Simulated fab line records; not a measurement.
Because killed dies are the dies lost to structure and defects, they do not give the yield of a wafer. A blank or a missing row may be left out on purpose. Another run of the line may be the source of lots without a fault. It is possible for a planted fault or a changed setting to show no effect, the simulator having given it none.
A sampling plan put to the test / flow rit cmos / each of the 31 faults these records tell of, on one fab line, judged from the records of the lots it struck
The line's own looks make up the plan; these are the steps of the route where a gauge or inspection reads the wafer and leaves it unchanged. Where struck wafers have a number at a look and the file lists that look's usual mean and standard deviation on fault-free wafers, the look can be judged. Caught: 4 or more of those standard deviations (sigma) separate the usual mean from the mean of the struck wafers at a look after the fault's first step. On the tool: the test repeated on the tool's own readings taken at the fault's steps. A different recipe on the struck wafers counts as caught too, as does a record blank only for those wafers.

## THE FAULTS, as the simulator had put them in
1. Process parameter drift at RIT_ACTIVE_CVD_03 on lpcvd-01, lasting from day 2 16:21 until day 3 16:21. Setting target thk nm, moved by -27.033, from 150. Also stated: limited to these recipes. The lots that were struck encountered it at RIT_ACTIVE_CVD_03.
2. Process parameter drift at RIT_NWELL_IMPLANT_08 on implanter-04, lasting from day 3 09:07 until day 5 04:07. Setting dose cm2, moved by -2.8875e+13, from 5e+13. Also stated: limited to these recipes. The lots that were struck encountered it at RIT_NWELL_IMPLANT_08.
3. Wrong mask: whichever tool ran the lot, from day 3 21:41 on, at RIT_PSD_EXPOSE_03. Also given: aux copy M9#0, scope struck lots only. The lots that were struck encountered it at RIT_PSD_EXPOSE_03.
4. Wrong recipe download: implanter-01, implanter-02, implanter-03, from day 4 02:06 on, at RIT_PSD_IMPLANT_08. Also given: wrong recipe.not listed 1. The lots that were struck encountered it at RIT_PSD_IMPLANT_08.
5. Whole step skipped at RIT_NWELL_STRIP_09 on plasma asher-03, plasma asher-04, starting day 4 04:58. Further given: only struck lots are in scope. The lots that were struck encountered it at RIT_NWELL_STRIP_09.
6. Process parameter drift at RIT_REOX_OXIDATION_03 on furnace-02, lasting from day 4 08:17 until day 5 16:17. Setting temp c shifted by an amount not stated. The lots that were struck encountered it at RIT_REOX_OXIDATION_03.
7. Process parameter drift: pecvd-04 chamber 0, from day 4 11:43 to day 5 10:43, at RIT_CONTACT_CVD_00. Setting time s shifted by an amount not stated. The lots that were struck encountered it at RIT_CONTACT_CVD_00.
8. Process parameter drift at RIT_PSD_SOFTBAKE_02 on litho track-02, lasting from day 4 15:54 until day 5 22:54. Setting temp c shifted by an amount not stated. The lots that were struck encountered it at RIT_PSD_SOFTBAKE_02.
9. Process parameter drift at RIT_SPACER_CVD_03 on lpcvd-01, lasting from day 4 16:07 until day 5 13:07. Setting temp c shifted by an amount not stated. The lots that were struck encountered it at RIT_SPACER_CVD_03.
10. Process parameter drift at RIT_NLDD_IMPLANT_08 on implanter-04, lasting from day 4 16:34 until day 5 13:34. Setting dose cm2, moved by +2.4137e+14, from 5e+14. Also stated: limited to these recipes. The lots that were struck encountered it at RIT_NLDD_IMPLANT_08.
11. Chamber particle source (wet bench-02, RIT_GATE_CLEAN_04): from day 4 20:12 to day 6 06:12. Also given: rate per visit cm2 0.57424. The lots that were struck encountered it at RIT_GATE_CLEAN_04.
12. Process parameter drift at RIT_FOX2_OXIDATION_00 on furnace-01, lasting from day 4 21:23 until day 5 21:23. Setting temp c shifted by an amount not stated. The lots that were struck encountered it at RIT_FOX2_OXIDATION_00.
13. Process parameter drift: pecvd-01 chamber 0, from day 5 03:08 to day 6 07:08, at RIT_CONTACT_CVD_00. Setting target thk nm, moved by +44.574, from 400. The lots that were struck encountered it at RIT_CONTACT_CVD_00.
14. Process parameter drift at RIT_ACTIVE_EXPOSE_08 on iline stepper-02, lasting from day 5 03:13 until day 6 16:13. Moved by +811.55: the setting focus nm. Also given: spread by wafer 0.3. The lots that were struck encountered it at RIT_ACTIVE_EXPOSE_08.
15. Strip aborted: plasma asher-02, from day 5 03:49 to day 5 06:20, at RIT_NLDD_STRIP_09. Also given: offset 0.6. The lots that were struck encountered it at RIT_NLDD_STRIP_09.
16. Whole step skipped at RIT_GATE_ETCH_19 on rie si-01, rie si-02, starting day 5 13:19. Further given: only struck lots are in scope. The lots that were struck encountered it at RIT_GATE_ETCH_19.
17. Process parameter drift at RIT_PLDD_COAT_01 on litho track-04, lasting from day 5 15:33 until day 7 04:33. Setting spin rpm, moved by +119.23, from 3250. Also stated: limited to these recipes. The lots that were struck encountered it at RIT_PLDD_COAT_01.
18. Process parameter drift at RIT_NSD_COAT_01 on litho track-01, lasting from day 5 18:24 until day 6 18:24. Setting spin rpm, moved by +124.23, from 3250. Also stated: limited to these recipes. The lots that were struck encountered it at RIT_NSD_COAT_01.
19. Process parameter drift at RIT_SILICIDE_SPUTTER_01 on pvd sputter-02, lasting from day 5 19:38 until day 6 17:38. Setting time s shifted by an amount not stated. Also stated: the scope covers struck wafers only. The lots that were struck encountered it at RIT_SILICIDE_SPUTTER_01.
20. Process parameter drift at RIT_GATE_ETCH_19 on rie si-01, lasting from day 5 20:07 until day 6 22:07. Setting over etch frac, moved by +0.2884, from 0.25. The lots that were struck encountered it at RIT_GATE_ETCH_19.
21. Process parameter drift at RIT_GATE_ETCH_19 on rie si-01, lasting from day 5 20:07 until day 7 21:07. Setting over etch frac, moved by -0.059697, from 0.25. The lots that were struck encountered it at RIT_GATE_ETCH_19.
22. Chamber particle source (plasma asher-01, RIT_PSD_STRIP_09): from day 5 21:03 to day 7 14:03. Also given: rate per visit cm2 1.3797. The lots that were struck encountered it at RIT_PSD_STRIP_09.
23. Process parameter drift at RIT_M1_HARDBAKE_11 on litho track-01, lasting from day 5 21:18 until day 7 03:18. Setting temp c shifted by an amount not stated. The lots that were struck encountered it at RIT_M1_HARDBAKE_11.
24. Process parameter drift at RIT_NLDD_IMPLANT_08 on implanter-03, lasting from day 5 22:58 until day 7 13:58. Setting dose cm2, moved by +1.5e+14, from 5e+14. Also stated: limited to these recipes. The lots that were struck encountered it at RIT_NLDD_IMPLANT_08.
25. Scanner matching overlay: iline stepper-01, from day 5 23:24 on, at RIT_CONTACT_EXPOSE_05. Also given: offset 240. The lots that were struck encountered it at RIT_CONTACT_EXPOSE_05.
26. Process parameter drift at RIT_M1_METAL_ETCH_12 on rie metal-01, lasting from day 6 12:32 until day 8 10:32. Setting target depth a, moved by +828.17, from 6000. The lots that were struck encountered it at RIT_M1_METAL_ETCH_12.
27. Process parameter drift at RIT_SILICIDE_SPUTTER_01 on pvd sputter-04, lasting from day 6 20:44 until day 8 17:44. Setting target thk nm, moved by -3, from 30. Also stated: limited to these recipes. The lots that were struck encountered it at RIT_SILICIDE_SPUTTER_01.
28. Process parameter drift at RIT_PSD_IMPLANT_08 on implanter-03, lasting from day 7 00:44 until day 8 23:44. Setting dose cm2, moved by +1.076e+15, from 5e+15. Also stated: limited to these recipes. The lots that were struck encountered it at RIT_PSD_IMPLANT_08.
29. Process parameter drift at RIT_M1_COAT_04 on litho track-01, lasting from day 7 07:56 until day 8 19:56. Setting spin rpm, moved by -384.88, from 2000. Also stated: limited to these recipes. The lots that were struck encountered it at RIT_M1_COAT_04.
30. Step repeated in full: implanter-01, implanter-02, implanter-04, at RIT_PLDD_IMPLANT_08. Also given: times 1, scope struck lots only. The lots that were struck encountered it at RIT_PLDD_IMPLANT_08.
31. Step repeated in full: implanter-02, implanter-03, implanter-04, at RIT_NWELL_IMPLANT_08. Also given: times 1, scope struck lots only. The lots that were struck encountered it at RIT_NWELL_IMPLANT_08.

## WHAT THE PLAN SAW
fault=1; on the tool itself=no reading that can be judged; first look that catches it=RIT_ACTIVE_THK_MEAS_04; reading, sigma=ACTIVE_NITRIDE_THK -15; median hours from its first step to that look=1.4; hours from the fault's start to the first struck lot there=3; judged looks passed uncaught=0
fault=2; on the tool itself=dose ions cm2 -99 or beyond sigma; first look that catches it=RIT_NWELL_TW_MEAS_10; reading, sigma=NWELL_TW -34; median hours from its first step to that look=0.3; hours from the fault's start to the first struck lot there=9; judged looks passed uncaught=0
fault=3; on the tool itself=no reading that can be judged; first look that catches it=RIT_PSD_TW_MEAS_10; reading, sigma=PSD_TW -99 or beyond; median hours from its first step to that look=0.9; hours from the fault's start to the first struck lot there=3; judged looks passed uncaught=0
fault=4; on the tool itself=under 2 sigma; first look that catches it=RIT_PSD_TW_MEAS_10; reading, sigma=PSD_TW -25; median hours from its first step to that look=0.3; hours from the fault's start to the first struck lot there=2; judged looks passed uncaught=0
fault=5; on the tool itself=the tool's record is blank for the struck wafers; first look that catches it=RIT_PWELL_TW_MEAS_10; reading, sigma=PWELL_TW -99 or beyond; median hours from its first step to that look=1.7; hours from the fault's start to the first struck lot there=2; judged looks passed uncaught=0
fault=6; on the tool itself=tube center temp C +99 or beyond sigma; first look that catches it=RIT_REOX_THK_MEAS_04; reading, sigma=REOX_OXIDE_THK +4.3; median hours from its first step to that look=2.6; hours from the fault's start to the first struck lot there=6; judged looks passed uncaught=0
fault=7; on the tool itself=run length s +40 sigma; first look that catches it=RIT_CONTACT_THK_MEAS_01; reading, sigma=CONTACT_TEOS_THK +41; median hours from its first step to that look=0.1; hours from the fault's start to the first struck lot there=14; judged looks passed uncaught=0
fault=8; on the tool itself=heater power total W +87 sigma; first look that catches it=not the one look that can be judged after it; reading, sigma=-; median hours from its first step to that look=-; hours from the fault's start to the first struck lot there=-; judged looks passed uncaught=1
fault=9; on the tool itself=susceptor temp C +99 or beyond sigma; first look that catches it=RIT_SPACER_THK_MEAS_04; reading, sigma=SPACER_NITRIDE_THK +80; median hours from its first step to that look=1.9; hours from the fault's start to the first struck lot there=5; judged looks passed uncaught=0
fault=10; on the tool itself=dose ions cm2 +99 or beyond sigma; first look that catches it=RIT_NLDD_TW_MEAS_10; reading, sigma=NLDD_TW +21; median hours from its first step to that look=0.3; hours from the fault's start to the first struck lot there=8; judged looks passed uncaught=0
fault=11; on the tool itself=no reading that can be judged; first look that catches it=no look after it can be judged; reading, sigma=-; median hours from its first step to that look=-; hours from the fault's start to the first struck lot there=-; judged looks passed uncaught=0
fault=12; on the tool itself=tube center temp C +99 or beyond sigma; first look that catches it=RIT_FOX2_THK_MEAS_01; reading, sigma=FOX2_OXIDE_THK +11; median hours from its first step to that look=1.3; hours from the fault's start to the first struck lot there=6; judged looks passed uncaught=0
fault=13; on the tool itself=under 2 sigma; first look that catches it=RIT_CONTACT_THK_MEAS_01; reading, sigma=CONTACT_TEOS_THK +8.3; median hours from its first step to that look=0.1; hours from the fault's start to the first struck lot there=22; judged looks passed uncaught=0
fault=14; on the tool itself=exposure dose mJ cm2 -29 sigma; first look that catches it=RIT_ACTIVE_CD_MEAS_11; reading, sigma=cd nm -21; median hours from its first step to that look=0.4; hours from the fault's start to the first struck lot there=10; judged looks passed uncaught=0
fault=15; on the tool itself=run length s -99 or beyond sigma; first look that catches it=RIT_PLDD_TW_MEAS_10; reading, sigma=PLDD_TW -99 or beyond; median hours from its first step to that look=1.9; hours from the fault's start to the first struck lot there=4; judged looks passed uncaught=0
fault=16; on the tool itself=the tool's record is blank for the struck wafers; first look that catches it=no look after it can be judged; reading, sigma=-; median hours from its first step to that look=-; hours from the fault's start to the first struck lot there=-; judged looks passed uncaught=0
fault=17; on the tool itself=spin speed rpm +54 sigma; first look that catches it=not the one look that can be judged after it; reading, sigma=-; median hours from its first step to that look=-; hours from the fault's start to the first struck lot there=-; judged looks passed uncaught=1
fault=18; on the tool itself=spin speed rpm +59 sigma; first look that catches it=not the one look that can be judged after it; reading, sigma=-; median hours from its first step to that look=-; hours from the fault's start to the first struck lot there=-; judged looks passed uncaught=1
fault=19; on the tool itself=under 2 sigma; first look that catches it=RIT_SILICIDE_RS_MEAS_02; reading, sigma=SILICIDE_TI_RS +7.6; median hours from its first step to that look=0.2; hours from the fault's start to the first struck lot there=5; judged looks passed uncaught=0
fault=20; on the tool itself=oes product au -10 sigma; first look that catches it=no look after it can be judged; reading, sigma=-; median hours from its first step to that look=-; hours from the fault's start to the first struck lot there=-; judged looks passed uncaught=0
fault=21; on the tool itself=only faintly: oes product au +2.5 sigma; first look that catches it=no look after it can be judged; reading, sigma=-; median hours from its first step to that look=-; hours from the fault's start to the first struck lot there=-; judged looks passed uncaught=0
fault=22; on the tool itself=under 2 sigma; first look that catches it=no look after it can be judged; reading, sigma=-; median hours from its first step to that look=-; hours from the fault's start to the first struck lot there=-; judged looks passed uncaught=0
fault=23; on the tool itself=heater power total W -99 or beyond sigma; first look that catches it=no look after it can be judged; reading, sigma=-; median hours from its first step to that look=-; hours from the fault's start to the first struck lot there=-; judged looks passed uncaught=0
fault=24; on the tool itself=dose ions cm2 +99 or beyond sigma; first look that catches it=RIT_NLDD_TW_MEAS_10; reading, sigma=NLDD_TW +12; median hours from its first step to that look=0.3; hours from the fault's start to the first struck lot there=4; judged looks passed uncaught=0
fault=25; on the tool itself=no reading that can be judged; first look that catches it=RIT_CONTACT_OVL_MEAS_09; reading, sigma=CONTACT_OVL +99 or beyond; median hours from its first step to that look=0.6; hours from the fault's start to the first struck lot there=3; judged looks passed uncaught=0
fault=26; on the tool itself=only faintly: oes product au -3.1 sigma; first look that catches it=no look after it can be judged; reading, sigma=-; median hours from its first step to that look=-; hours from the fault's start to the first struck lot there=-; judged looks passed uncaught=0
fault=27; on the tool itself=under 2 sigma; first look that catches it=RIT_SILICIDE_RS_MEAS_02; reading, sigma=SILICIDE_TI_RS +9.1; median hours from its first step to that look=0.2; hours from the fault's start to the first struck lot there=6; judged looks passed uncaught=0
fault=28; on the tool itself=dose ions cm2 +99 or beyond sigma; first look that catches it=RIT_SDANNEAL_RS_MEAS_04; reading, sigma=PSD_RS -9.2; median hours from its first step to that look=0.9; hours from the fault's start to the first struck lot there=12; judged looks passed uncaught=1
fault=29; on the tool itself=spin speed rpm -99 or beyond sigma; first look that catches it=RIT_M1_CD_MEAS_09; reading, sigma=cd nm +7.6; median hours from its first step to that look=0.8; hours from the fault's start to the first struck lot there=2; judged looks passed uncaught=0
fault=30; on the tool itself=under 2 sigma; first look that catches it=RIT_PLDD_TW_MEAS_10; reading, sigma=PLDD_TW +36; median hours from its first step to that look=0.6; hours from the fault's start to the first struck lot there=-; judged looks passed uncaught=0
fault=31; on the tool itself=no reading that can be judged; first look that catches it=RIT_NWELL_TW_MEAS_10; reading, sigma=NWELL_TW +35; median hours from its first step to that look=0.6; hours from the fault's start to the first struck lot there=-; judged looks passed uncaught=0
A dash: the fault is not caught, or the number is missing from these records.

Caught at a look: 21 of 31. Caught on the tool: 18 of 31. By one or the other: 27 of 31.
Faults 8, 16, 17, 18, 20, 23 were caught on the tool alone.
Caught at a look alone: faults 1, 3, 4, 13, 19, 25, 27, 30, 31.
Caught by neither: faults 11, 21, 22, 26.

## THINNER SAMPLING
Were the look that catches a fault to measure just every second or every third lot (counted by lot number), the first struck lot would, at worst, be measured this late:
fault=1; struck lots at that look, in order of time=L674, L675; every lot=3 h; every second lot=9 h; every third lot=may miss all 2
fault=2; struck lots at that look, in order of time=L175, L176; every lot=9 h; every second lot=20 h; every third lot=may miss all 2
fault=3; struck lots at that look, in order of time=L783; every lot=3 h; every second lot=may miss it; every third lot=may miss it
fault=4; struck lots at that look, in order of time=L572, L573, L574, L575; every lot=2 h; every second lot=5 h; every third lot=14 h
fault=5; struck lots at that look, in order of time=L807, L808, L809; every lot=2 h; every second lot=6 h; every third lot=11 h
fault=6; struck lots at that look, in order of time=L186, L188; every lot=6 h; every second lot=may miss all 2; every third lot=may miss all 2
fault=7; struck lots at that look, in order of time=L113; every lot=14 h; every second lot=may miss it; every third lot=may miss it
fault=9; struck lots at that look, in order of time=L358, L360, L361; every lot=5 h; every second lot=18 h; every third lot=may miss all 3
fault=10; struck lots at that look, in order of time=L461, L463, L464; every lot=8 h; every second lot=18 h; every third lot=may miss all 3
fault=12; struck lots at that look, in order of time=L758, L759; every lot=6 h; every second lot=10 h; every third lot=may miss all 2
fault=13; struck lots at that look, in order of time=L498; every lot=22 h; every second lot=may miss it; every third lot=may miss it
fault=14; struck lots at that look, in order of time=L476; every lot=10 h; every second lot=may miss it; every third lot=may miss it
fault=15; struck lots at that look, in order of time=L813; every lot=4 h; every second lot=may miss it; every third lot=may miss it
fault=19; struck lots at that look, in order of time=L104, L106; every lot=5 h; every second lot=may miss all 2; every third lot=may miss all 2
fault=24; struck lots at that look, in order of time=L133, L136, L139; every lot=4 h; every second lot=19 h; every third lot=may miss all 3
fault=25; struck lots at that look, in order of time=L646, L648; every lot=3 h; every second lot=may miss all 2; every third lot=may miss all 2
fault=27; struck lots at that look, in order of time=L558, L560; every lot=6 h; every second lot=may miss all 2; every third lot=may miss all 2
fault=28; struck lots at that look, in order of time=L460, L461; every lot=12 h; every second lot=17 h; every third lot=may miss all 2
fault=29; struck lots at that look, in order of time=L894, L895; every lot=2 h; every second lot=10 h; every third lot=may miss all 2
Hours count from the start of the fault until the first struck lot that is measured. 4 sigma limit: tested on the pooled struck wafers, so a lone lot may be under it. Other struck lots may not be in these records.

## THE LONGEST TIMED WAY FROM STEP TO LOOK
Fault 6: the median time between RIT_REOX_OXIDATION_03 and RIT_REOX_THK_MEAS_04 is 2.6 hours. No look between them can be judged.
